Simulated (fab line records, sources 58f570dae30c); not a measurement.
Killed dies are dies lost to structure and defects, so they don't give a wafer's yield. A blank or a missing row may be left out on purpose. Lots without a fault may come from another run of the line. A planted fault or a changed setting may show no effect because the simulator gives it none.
A struck lot beside a sound one | flow berkeley_cmos170 | 19 steps out of a route of 331
Sound: wafers L101.2, L101.5, L101.6. Struck: wafers L111.1, L111.2, L111.3. The cause comes at the end.
At each step with rows: each side's tool, then ch and its chambers, then its first start. Under that, the readings that differ: sound wafers | struck wafers | difference of the means | sigmas: that difference in standard deviations of wafers without a fault.
alike: readings whose means differ by less than 2 such deviations, and words and numbers that are the same on both sides. not compared: withheld readings, readings that some wafer has no value for, bounds like >300 that may hide the same value, and numbers for which the record gives no deviation and whose values overlap.
The two part at a step that has a row with sigmas, a row that says differs or no value, or rows on one side only. Numbers that don't overlap but have no deviation are shown without sigmas and don't part them. A reading that every wafer of one side lacks parts them only if that side has two wafers or more.

UCB170_M2_STRIP_19: strips in O2.
  sound on plasma_asher-02 ch 0,1, day 9 10:38; struck on plasma_asher-01 ch 0,1, day 11 09:46
  reading                     | sound       | struck      | difference | sigmas
  drypump_motor_current_A (A) | 6.5 6.6 6.5 | 5.0 5.8 5.0 | -1.3       | -2
  alike: oes_product_au
  not compared: rf_hours_counter_h
UCB170_M2_CD_MEAS_90: target cd 700 nm.
  sound on cd_sem-01, day 9 10:46; struck on cd_sem-02, day 11 09:52
  alike: cd_nm
UCB170_V2_CVD_00: deposits SiO2 from TEOS/O2, target thk 2000 nm, time 250 s.
  sound on pecvd-03 ch 0,1, day 9 10:52; struck on pecvd-04 ch 0,1,2, day 11 09:59
  alike: heater_power_w
UCB170_V2_THK_MEAS_01:
  sound on film_metro-02, day 9 11:02; struck on film_metro-04, day 11 10:22
  alike: V2_TEOS_THK
UCB170_V2_CMP_02: polishes SiO2.
  sound on cmp-02 ch 1,2, day 9 11:11; struck on cmp-01 ch 0,1,3, day 11 10:28
  reading             | sound          | struck         | difference | sigmas
  motor_current_A (A) | 13.7 13.5 13.3 | 17.2 15.5 17.8 | +3.3       | +2
  alike: edge_zone_pressure_frac, retaining_ring_pressure_frac
UCB170_V2_BOW_MEAS_03:
  sound on film_metro-04, day 9 11:28; struck on film_metro-01, day 11 10:43
  alike: V2_BOW
UCB170_V2_THK_MEAS_04:
  sound on film_metro-04, day 9 11:34; struck on film_metro-01, day 11 10:50
  alike: V2_POLISHED_THK
then, 5 steps without rows for these wafers: UCB170_V2_CLEAN_05 (cleans in DIW); UCB170_V2_HMDS_06 (prime time 60 s); UCB170_V2_COAT_07 (resist thk 900 nm); UCB170_V2_SOFTBAKE_08 (time 60 s); UCB170_V2_EXPOSE_09 (exposes mask VIA2, target cd 700 nm).
UCB170_V2_PEB_10:
  sound on litho_track-01 ch 0, day 9 13:01; struck on litho_track-03 ch 0, day 11 11:55
  alike: plate_temp_C
then, 1 step without rows for these wafers: UCB170_V2_DEVELOP_11 (develop time 45 s).
UCB170_V2_CD_MEAS_12: target cd 700 nm.
  sound on cd_sem-01, day 9 13:17; struck on cd_sem-02, day 11 12:28
  reading    | sound             | struck            | difference | sigmas
  cd_nm (nm) | 700.9 700.8 701.0 | 706.6 707.7 706.7 | +6.1       | +4
  not compared: hold
UCB170_V2_OVL_MEAS_13:
  sound on overlay-02, day 9 13:23; struck on overlay-02, day 11 14:47
  reading | sound | struck                                                                     | difference                   | sigmas
  hold    | - - - | await_dispo/2.2h/release await_dispo/2.2h/release await_dispo/2.2h/release | no value on the sound wafers |
  alike: V2_OVL
UCB170_V2_ETCH_14: etches SiO2 in CHF3/CF4/Ar, stops on Al, target depth 1250 nm, time 291 s.
  sound on rie_diel-01 ch 0,1, day 9 13:25; struck on rie_diel-04 ch 0,1,2, day 11 14:49
  reading             | sound             | struck          | difference | sigmas
  model.V2.cd_nm (nm) | 700.9 700.3 700.7 | 707.4 708.1 707 | +6.9       |
  alike: drypump_motor_current_A, oes_product_au, throttle_valve_pct
  not compared: rf_hours_counter_h
UCB170_V2_STRIP_15: strips in O2.
  sound on plasma_asher-03 ch 0,1, day 9 13:36; struck on plasma_asher-02 ch 0,1, day 11 15:00
  alike: drypump_motor_current_A, oes_product_au, strip_time_to_endpoint_s
  not compared: rf_hours_counter_h
UCB170_M3_PROBE_99:
  the record has rows for the struck wafers here (prober-01, day 11 22:10) and none for the sound ones

WHERE THEY PART
First at UCB170_M2_STRIP_19; last, within this record, at UCB170_M3_PROBE_99.

WHY: what the simulator had put in
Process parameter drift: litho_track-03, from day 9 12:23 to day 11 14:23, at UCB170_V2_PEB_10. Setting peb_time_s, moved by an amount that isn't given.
